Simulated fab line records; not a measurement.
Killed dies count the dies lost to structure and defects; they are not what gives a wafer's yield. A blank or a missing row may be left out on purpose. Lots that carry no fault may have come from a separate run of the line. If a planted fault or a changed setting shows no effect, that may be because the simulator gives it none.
Which tool was responsible? / flow berkeley cmos170 / 15 lots, 45 wafers sampled, at 4 steps of a route of 331

WHAT EACH GAUGE READ, for each wafer
UCB170_WELLDRIVE_THK_MEAS_02.
lot=L152; measured=day 4 01:13; on=film metro-02; WELLDRIVE_OXIDE_THK (nm)=197 193 196
lot=L154; measured=day 4 01:13; on=film metro-03; WELLDRIVE_OXIDE_THK (nm)=198 200 202
lot=L156; measured=day 4 16:24; on=film metro-03; WELLDRIVE_OXIDE_THK (nm)=200 199 200
lot=L157; measured=day 4 16:24; on=film metro-01; WELLDRIVE_OXIDE_THK (nm)=200 199 201
lot=L159; measured=day 5 06:08; on=film metro-03; WELLDRIVE_OXIDE_THK (nm)=195 199 199
lot=L160; measured=day 5 06:08; on=film metro-01; WELLDRIVE_OXIDE_THK (nm)=202 201 204
lot=L162; measured=day 5 18:28; on=film metro-01; WELLDRIVE_OXIDE_THK (nm)=202 200 203
lot=L161; measured=day 5 18:29; on=film metro-03; WELLDRIVE_OXIDE_THK (nm)=203 199 205
lot=L164; measured=day 6 13:35; on=film metro-03; WELLDRIVE_OXIDE_THK (nm)=192 190 190
lot=L165; measured=day 6 13:35; on=film metro-01; WELLDRIVE_OXIDE_THK (nm)=199 201 196
lot=L166; measured=day 6 19:46; on=film metro-03; WELLDRIVE_OXIDE_THK (nm)=196 197 197
lot=L170; measured=day 7 20:19; on=film metro-02; WELLDRIVE_OXIDE_THK (nm)=200 200 201
lot=L171; measured=day 7 20:19; on=film metro-03; WELLDRIVE_OXIDE_THK (nm)=207 203 203
lot=L169; measured=day 7 20:22; on=film metro-02; WELLDRIVE_OXIDE_THK (nm)=194 193 190
lot=L173; measured=day 8 08:05; on=film metro-03; WELLDRIVE_OXIDE_THK (nm)=193 197 198

UCB170_SCREENOX_THK_MEAS_02.
lot=L152; measured=day 6 05:34; on=film metro-03; SCREENOX_OXIDE_THK (nm)=14.67 14.58 14.80
lot=L154; measured=day 6 05:37; on=film metro-03; SCREENOX_OXIDE_THK (nm)=14.25 14.31 14.32
lot=L156; measured=day 6 18:14; on=film metro-01; SCREENOX_OXIDE_THK (nm)=14.50 14.53 14.86
lot=L157; measured=day 6 18:14; on=film metro-04; SCREENOX_OXIDE_THK (nm)=14.29 14.19 14.05
lot=L159; measured=day 7 14:43; on=film metro-01; SCREENOX_OXIDE_THK (nm)=14.48 14.46 14.45
lot=L160; measured=day 7 14:46; on=film metro-01; SCREENOX_OXIDE_THK (nm)=14.08 14.00 14.23
lot=L162; measured=day 7 14:43; on=film metro-03; SCREENOX_OXIDE_THK (nm)=14.37 14.42 14.55
lot=L161; measured=day 7 14:44; on=film metro-04; SCREENOX_OXIDE_THK (nm)=14.49 14.45 14.21
lot=L164; measured=day 8 16:50; on=film metro-03; SCREENOX_OXIDE_THK (nm)=14.51 14.28 14.32
lot=L165; measured=day 8 16:51; on=film metro-04; SCREENOX_OXIDE_THK (nm)=14.38 14.18 14.31
lot=L166; measured=day 9 02:19; on=film metro-04; SCREENOX_OXIDE_THK (nm)=14.56 14.35 14.75
lot=L170; measured=day 10 03:08; on=film metro-03; SCREENOX_OXIDE_THK (nm)=14.44 14.23 14.22
lot=L171; measured=day 10 03:08; on=film metro-04; SCREENOX_OXIDE_THK (nm)=14.07 14.42 14.48
lot=L169; measured=day 10 03:08; on=film metro-01; SCREENOX_OXIDE_THK (nm)=14.51 14.45 14.51
lot=L173; measured=day 10 16:00; on=film metro-03; SCREENOX_OXIDE_THK (nm)=14.10 14.18 14.10

UCB170_PVT_OVL_MEAS_06.
lot=L152; measured=day 6 14:50; on=overlay-01; PVT_OVL (nm)=10 0 3
lot=L154; measured=day 6 15:01; on=overlay-01; PVT_OVL (nm)=5 9 6
lot=L156; measured=day 7 05:30; on=overlay-01; PVT_OVL (nm)=2 11 9
lot=L157; measured=day 7 05:35; on=overlay-02; PVT_OVL (nm)=-1 0 3
lot=L159; measured=day 8 01:42; on=overlay-01; PVT_OVL (nm)=9 3 3
lot=L160; measured=day 8 01:58; on=overlay-02; PVT_OVL (nm)=13 8 8
lot=L162; measured=day 8 01:58; on=overlay-01; PVT_OVL (nm)=1 4 9
lot=L161; measured=day 8 01:26; on=overlay-02; PVT_OVL (nm)=-4 0 -12
lot=L164; measured=day 9 01:13; on=overlay-02; PVT_OVL (nm)=9 1 -2
lot=L165; measured=day 9 01:04; on=overlay-02; PVT_OVL (nm)=8 4 8
lot=L166; measured=day 9 12:19; on=overlay-01; PVT_OVL (nm)=-5 -2 7
lot=L170; measured=day 10 13:08; on=overlay-02; PVT_OVL (nm)=-6 3 -4
lot=L171; measured=day 10 12:48; on=overlay-01; PVT_OVL (nm)=-2 -4 -10
lot=L169; measured=day 10 12:31; on=overlay-01; PVT_OVL (nm)=-9 1 -3
lot=L173; measured=day 11 07:10; on=overlay-02; PVT_OVL (nm)=3 11 -3

WHICH TOOL RAN EACH LOT (tool, then ch and the chambers of the sampled wafers, then the start)
lot=L152; UCB170_NVT_PEB_04=litho track-01 ch 0, day 6 11:58
lot=L154; UCB170_NVT_PEB_04=litho track-02 ch 0, day 6 12:21
lot=L156; UCB170_NVT_PEB_04=litho track-04 ch 0, day 7 02:23
lot=L157; UCB170_NVT_PEB_04=litho track-02 ch 0, day 7 01:50
lot=L159; UCB170_NVT_PEB_04=litho track-01 ch 0, day 7 22:52
lot=L160; UCB170_NVT_PEB_04=litho track-02 ch 0, day 7 23:06
lot=L162; UCB170_NVT_PEB_04=litho track-02 ch 0, day 7 22:49
lot=L161; UCB170_NVT_PEB_04=litho track-02 ch 0, day 7 22:36
lot=L164; UCB170_NVT_PEB_04=litho track-04 ch 0, day 8 23:25
lot=L165; UCB170_NVT_PEB_04=litho track-04 ch 0, day 8 23:10
lot=L166; UCB170_NVT_PEB_04=litho track-01 ch 0, day 9 10:27
lot=L170; UCB170_NVT_PEB_04=litho track-04, day 10 11:03
lot=L171; UCB170_NVT_PEB_04=litho track-01, day 10 10:58
lot=L169; UCB170_NVT_PEB_04=litho track-01 ch 0, day 10 10:41
lot=L173; UCB170_NVT_PEB_04=litho track-01, day 11 00:38
- UCB170_NVT_PEB_04

AS READ BY THE TOOLS THEMSELVES (means over the sampled wafers that have a number; for cases with no such wafer, the mark the record gives instead)
UCB170_NVT_PEB_04.
lot=L152; tool=litho track-01; chill plate temp C (C)=23.16; exhaust pa (Pa)=44.7; resist line temp C (C)=23.01
lot=L154; tool=litho track-02; chill plate temp C (C)=22.97; exhaust pa (Pa)=44.4; resist line temp C (C)=22.93
lot=L156; tool=litho track-04; chill plate temp C (C)=22.95; exhaust pa (Pa)=44.0; resist line temp C (C)=23.00
lot=L157; tool=litho track-02; chill plate temp C (C)=23.20; exhaust pa (Pa)=45.5; resist line temp C (C)=23.05
lot=L159; tool=litho track-01; chill plate temp C (C)=22.97; exhaust pa (Pa)=45.2; resist line temp C (C)=23.03
lot=L160; tool=litho track-02; chill plate temp C (C)=23.02; exhaust pa (Pa)=43.5; resist line temp C (C)=23.00
lot=L162; tool=litho track-02; chill plate temp C (C)=23.02; exhaust pa (Pa)=44.5; resist line temp C (C)=22.98
lot=L161; tool=litho track-02; chill plate temp C (C)=23.00; exhaust pa (Pa)=44.4; resist line temp C (C)=22.97
lot=L164; tool=litho track-04; chill plate temp C (C)=23.06; exhaust pa (Pa)=45.1; resist line temp C (C)=23.18
lot=L165; tool=litho track-04; chill plate temp C (C)=22.97; exhaust pa (Pa)=44.6; resist line temp C (C)=23.12
lot=L166; tool=litho track-01; chill plate temp C (C)=22.94; exhaust pa (Pa)=43.6; resist line temp C (C)=23.08
lot=L170; tool=litho track-04; chill plate temp C (C)=-; exhaust pa (Pa)=-; resist line temp C (C)=-
lot=L171; tool=litho track-01; chill plate temp C (C)=-; exhaust pa (Pa)=-; resist line temp C (C)=-
lot=L169; tool=litho track-01; chill plate temp C (C)=23.13; exhaust pa (Pa)=45.2; resist line temp C (C)=22.92
lot=L173; tool=litho track-01; chill plate temp C (C)=-; exhaust pa (Pa)=-; resist line temp C (C)=-

THE ANSWER, worked out from the rows above alone
Rule: what is usual is taken from the lots themselves. The widest of any qualifying gaps counts: lots, ordered by their means at a reading, are off when they make up no more than a third of the lots, leave a main group of 4 or more, and stand apart from it by 3 or more times the standard deviation of that group's means. A main group is skipped when, at the precision printed for the reading in the tables above, its means are all equal. A lot without any number at a reading at which 4 lots or more have one is off too. The other lots that the step has rows for count as sound. After the gauges, taken in route order, come the tools' own readings; for these a lot's mean is taken, as printed above. At the first step where some lot is off, the reading lying furthest off is the one used; lots without a number count as furthest.
Off, at UCB170_NVT_PEB_04 on chill plate temp C: L170, L171, L173. Without a number there: L170, L171, L173. Main group: mean 23.03 C, sd 0.083.
If a tool, at that step or one of the process steps before it, ran each lot that is off and ran no sound lot following the first of them, it fits. None of those tried fits.

WHAT WAS PUT IN BY THE SIMULATOR
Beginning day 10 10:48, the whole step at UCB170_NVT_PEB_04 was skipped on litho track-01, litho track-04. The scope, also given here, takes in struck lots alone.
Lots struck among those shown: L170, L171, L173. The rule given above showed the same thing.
